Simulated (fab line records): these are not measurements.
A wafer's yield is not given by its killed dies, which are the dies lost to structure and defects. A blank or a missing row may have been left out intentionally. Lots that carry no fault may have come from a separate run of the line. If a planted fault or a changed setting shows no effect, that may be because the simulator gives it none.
What tool caused it?	flow rit_cmos	15 lots, 45 wafers sampled, at 2 steps of a route of 202

== WHAT THE GAUGES SHOWED, per wafer ==
The record lacks any reading of a measuring or inspecting step that a usual standard deviation could be used to judge.

== TOOL THAT RAN EACH LOT (tool first, then ch and the chambers of the sampled wafers, then the start) ==
lot	RIT_SDANNEAL_CLEAN_00	RIT_M1_PROBE_99
L906	wet_bench-02 ch 2, day 3 21:34	-
L909	wet_bench-01 ch 2, day 4 09:34	-
L911	wet_bench-02 ch 1, day 4 14:20	-
L910	wet_bench-02 ch 1, day 4 15:59	-
L913	wet_bench-04 ch 0, day 4 20:49	prober-01, day 5 05:05
L912	wet_bench-04 ch 0, day 4 22:28	-
L917	wet_bench-04 ch 0, day 5 14:48	-
L921	wet_bench-02 ch 1, day 6 09:20	-
L922	wet_bench-02 ch 1, day 6 13:06	-
L923	wet_bench-04 ch 2, day 6 22:20	-
L924	wet_bench-04 ch 3, day 7 02:13	-
L925	wet_bench-04 ch 2, day 7 07:35	prober-02, day 7 15:25
L926	wet_bench-04 ch 3, day 7 08:17	-
L928	wet_bench-01 ch 0, day 7 21:46	prober-01, day 8 05:51
L929	wet_bench-02 ch 2, day 8 00:54	-
- RIT_SDANNEAL_CLEAN_00: cleans in SC1, time 600 s.
- RIT_M1_PROBE_99

== WHAT THE TOOLS THEMSELVES READ (means of the sampled wafers that have a number; where no wafer has one, the mark that the record gives instead) ==
RIT_SDANNEAL_CLEAN_00.
lot	tool	bath_guard_temp_C (C)	bath_heat_duty_pct (%)
L906	wet_bench-02	75.0	12.7
L909	wet_bench-01	75.0	15.6
L911	wet_bench-02	-	-
L910	wet_bench-02	-	-
L913	wet_bench-04	-	-
L912	wet_bench-04	75.3	14.8
L917	wet_bench-04	75.2	14.8
L921	wet_bench-02	75.6	14.8
L922	wet_bench-02	75.6	13.6
L923	wet_bench-04	75.1	15.4
L924	wet_bench-04	75.4	16.7
L925	wet_bench-04	75.0	17.0
L926	wet_bench-04	75.2	16.9
L928	wet_bench-01	74.7	16.2
L929	wet_bench-02	75.0	13.7

RIT_M1_PROBE_99.
lot	tool	killed_at_M0_to_M3	killed_at_contacts	killed_at_front_end	killed_dies	killed_open	killed_short
L913	prober-01	0.0	0.0	9.0	9.0	3.0	6.0
L925	prober-02	0.0	0.0	8.3	8.3	4.0	4.3
L928	prober-01	0.0	0.0	12.3	12.3	6.3	6.0

== THE ANSWER, worked out from the rows above alone ==
Rule: the usual values come from the lots themselves. Put in order of their means at a reading, lots are off if they are a third of the lots or fewer, leave a main group of 4 or more, and stand apart from it by a gap of 3 or more times the standard deviation of the main group's means; of several such gaps the widest counts. The tables above print the reading to a certain number of digits; a main group whose means all agree to those digits is not used. A lot without any number at a reading at which 4 lots or more have one is off too. The other lots that the step has rows for count as sound. After the gauges, taken in route order, come the tools' own readings; for these a lot's mean is taken, as printed above. At the first step where some lot is off, the reading lying furthest off is the one used; lots without a number count as furthest.
Off, at RIT_SDANNEAL_CLEAN_00 on bath_guard_temp_C: L911, L910, L913. Without a number there: L911, L910, L913. For the main group the mean is 75.2 C and the standard deviation 0.26.
A tool fits if, at that step or a process step before it, it ran every lot that is off, and no sound lot after the first of them. Not one of the candidates tried fits.

== WHAT THE SIMULATOR HAD INSERTED ==
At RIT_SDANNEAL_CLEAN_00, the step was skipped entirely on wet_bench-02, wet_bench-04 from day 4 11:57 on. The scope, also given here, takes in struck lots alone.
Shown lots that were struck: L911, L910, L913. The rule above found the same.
